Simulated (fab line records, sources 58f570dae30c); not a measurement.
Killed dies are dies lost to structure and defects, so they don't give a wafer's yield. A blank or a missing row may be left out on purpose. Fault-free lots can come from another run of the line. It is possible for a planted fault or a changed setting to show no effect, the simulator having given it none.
A struck lot beside a sound one + flow berkeleyCmos170 + 15 steps out of a route of 331
Sound: wafers L520.1, L520.4, L520.6. Wafers struck: L528.2, L528.5, L528.6. The cause comes at the end.
Order at every step that has rows: each side's tool, ch and its chambers, its first start. Under that, the readings that differ: sound wafers + struck wafers + difference of the means + sigmas: that difference in standard deviations of wafers without a fault.
alike: readings with means less than 2 such deviations apart, plus words and numbers identical on both sides. not compared: withheld readings, readings lacking a value on some wafer, bounds such as >300 that could conceal the same value, and numbers that have no deviation in the record and whose values overlap.
The two part at a step that has a row with sigmas, a row that says differs or no value, or rows on one side only. Non-overlapping numbers with no deviation appear without sigmas and do not part them. A reading that every wafer of one side lacks parts them only if that side has two wafers or more.

first, 3 steps without rows for these wafers: UCB170_PWELL_CLEAN_00 (cleans in SPM, time 600 s); UCB170_PWELL_CLEAN_01 (cleans in dHF, time 60 s); UCB170_PWELL_OXIDATION_02 (target thk 26.4 nm, ox time 1260 s).
UCB170_PWELL_THK_MEAS_03:
  sound on filmMetro-04 at day 3 03:35; struck on filmMetro-03 at day 5 00:44
  alike: PWELL_OXIDE_THK
then, 2 steps without rows for these wafers: UCB170_PWELL_ANNEAL_04 (time 900 s); UCB170_PWELL_CVD_05 (deposits Si3N4 from SiH2Cl2/NH3, target thk 220 nm, time 3300 s).
UCB170_PWELL_THK_MEAS_06:
  sound on filmMetro-01 at day 3 08:20; struck on filmMetro-04 at day 5 08:14
  alike: PWELL_NITRIDE_THK
then, 5 steps without rows for these wafers: UCB170_PWELL_HMDS_07 (prime time 60 s); UCB170_PWELL_COAT_08 (resist thk 900 nm); UCB170_PWELL_SOFTBAKE_09 (time 60 s); UCB170_PWELL_EXPOSE_10 (exposes mask PWELL, target cd 3000 nm); UCB170_PWELL_PEB_11.
UCB170_PWELL_DEVELOP_12: develop time 45 s.
  sound on lithoTrack-01 ch 0, day 3 10:00; struck on lithoTrack-01 ch 0, day 5 09:00
| reading            | sound             | struck            | difference | sigmas |
|--------------------|-------------------|-------------------|------------|--------|
| developerTempC (C) | 21.09 21.13 21.00 | 21.87 21.76 21.94 | +0.78      | +8     |
UCB170_PWELL_OVL_MEAS_13:
  sound on overlay-01 at day 3 10:53; struck on overlay-01 at day 5 09:08
| reading        | sound    | struck | difference | sigmas |
|----------------|----------|--------|------------|--------|
| PWELL_OVL (nm) | 15 19 10 | 2 2 1  | -13        | -2     |
-- the record jumps here: 5 days lie between the struck wafers' starts before and after (it left off in module PWELL and takes up again in module M3, whose first step shown is number 331 of the route) --
UCB170_M3_PROBE_99:
  record: rows for the struck wafers here (prober-02, day 10 15:22), none for the sound ones

== WHERE THEY PART ==
Last at UCB170_M3_PROBE_99 as far as this record goes, first at UCB170_PWELL_DEVELOP_12.

WHY: what had been put in by the simulator
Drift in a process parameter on lithoTrack-01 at UCB170_PWELL_DEVELOP_12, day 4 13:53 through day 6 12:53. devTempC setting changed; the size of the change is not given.
